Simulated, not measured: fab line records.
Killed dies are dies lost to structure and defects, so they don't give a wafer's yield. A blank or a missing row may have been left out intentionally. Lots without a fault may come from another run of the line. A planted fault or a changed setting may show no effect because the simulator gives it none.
A lot that was struck, set against a sound lot | flow berkeley-cmos170 | 14 out of 331 route steps
Sound: wafers L349.2, L349.4, L349.6. Wafers struck: L343.4, L343.5, L343.6. The cause is given at the end.
Order at every step that has rows: each side's tool, ch and its chambers, its first start. Under that, the readings that differ: sound wafers | struck wafers | difference of the means | sigmas: that difference in standard deviations of wafers without a fault.
alike: readings with means less than 2 such deviations apart, plus words and numbers identical on both sides. not compared: withheld readings, readings lacking a value on some wafer, bounds such as >300 that could conceal the same value, and numbers that have no deviation in the record and whose values overlap.
A row with sigmas, a row that says differs or no value, or rows on one side alone: a step with any of these is where the two part. When numbers do not overlap yet have no deviation, they are printed without sigmas and do not part them. Lack of a reading on every wafer of one side parts them only where that side has two or more wafers.

first, 2 steps without rows for these wafers: UCB170_GATE_PEB_10; UCB170_GATE_DEVELOP_11 (develop time 45 s).
UCB170_GATE_CD_MEAS_12: the cd target is 350 nm.
  sound on cd-sem-02, day 10 06:43; struck on cd-sem-01, day 8 02:58
  alike: cd-nm
UCB170_GATE_OVL_MEAS_13:
  sound on overlay-02, day 10 06:49; struck on overlay-01, day 8 03:03
  alike: GATE_OVL
UCB170_GATE_ETCH_14: etches BARC in N2/H2.
  sound on rie-diel-01 ch 1,2,3, day 10 06:51; struck on rie-diel-04 ch 0,3, day 8 03:04
  alike: drypump-motor-current-A, h2-flow-sccm, oes-product-au, throttle-valve-pct
UCB170_GATE_ETCH_15: etches poly-Si in HBr/Cl2, stops on SiO2, time 56.3 s, target depth 278.2 nm.
  sound on rie-si-02 ch 0,2,3, day 10 06:53; struck on rie-si-02 ch 1,2,3, day 8 03:07
  alike: HBr_flow_sccm, drypump-motor-current-A, oes-product-au, throttle-valve-pct
  not compared: rf-hours-counter-h
UCB170_GATE_STRIP_16: strips in O2.
  sound on plasma-asher-03 ch 0,1, day 10 06:56; struck on plasma-asher-03 ch 0,1, day 8 03:11
  alike: drypump-motor-current-A, oes-product-au
  not compared: rf-hours-counter-h
UCB170_GATE_CD_MEAS_90: the cd target is 350 nm.
  sound on cd-sem-02, day 10 07:10; struck on cd-sem-02, day 8 03:19
  alike: cd-nm
then, 4 steps without rows for these wafers: UCB170_GATE_CLEAN_17 (cleans in SPM, time 600 s); UCB170_PLDD_HMDS_00 (prime time 60 s); UCB170_PLDD_COAT_01 (resist thk 900 nm); UCB170_PLDD_SOFTBAKE_02 (time 60 s).
UCB170_PLDD_EXPOSE_03: exposes mask PSELECT, target cd 1200 nm.
  sound on krf-scanner-01 ch 0, day 10 08:23; struck on krf-scanner-01, day 8 04:19
  no value came back on the struck wafers for exposure-dose-mJ-cm2, focus-offset-nm (nm), stage-vel-mm-s (mm/s); on the sound wafers exposure-dose-mJ-cm2 reads 29.91 29.93 29.94
  alike: mask
following that, these wafers have no rows for 1 step: UCB170_PLDD_PEB_04.

WHERE THEY PART
Only at UCB170_PLDD_EXPOSE_03, as far as this record shows.

WHY: what had been put in by the simulator
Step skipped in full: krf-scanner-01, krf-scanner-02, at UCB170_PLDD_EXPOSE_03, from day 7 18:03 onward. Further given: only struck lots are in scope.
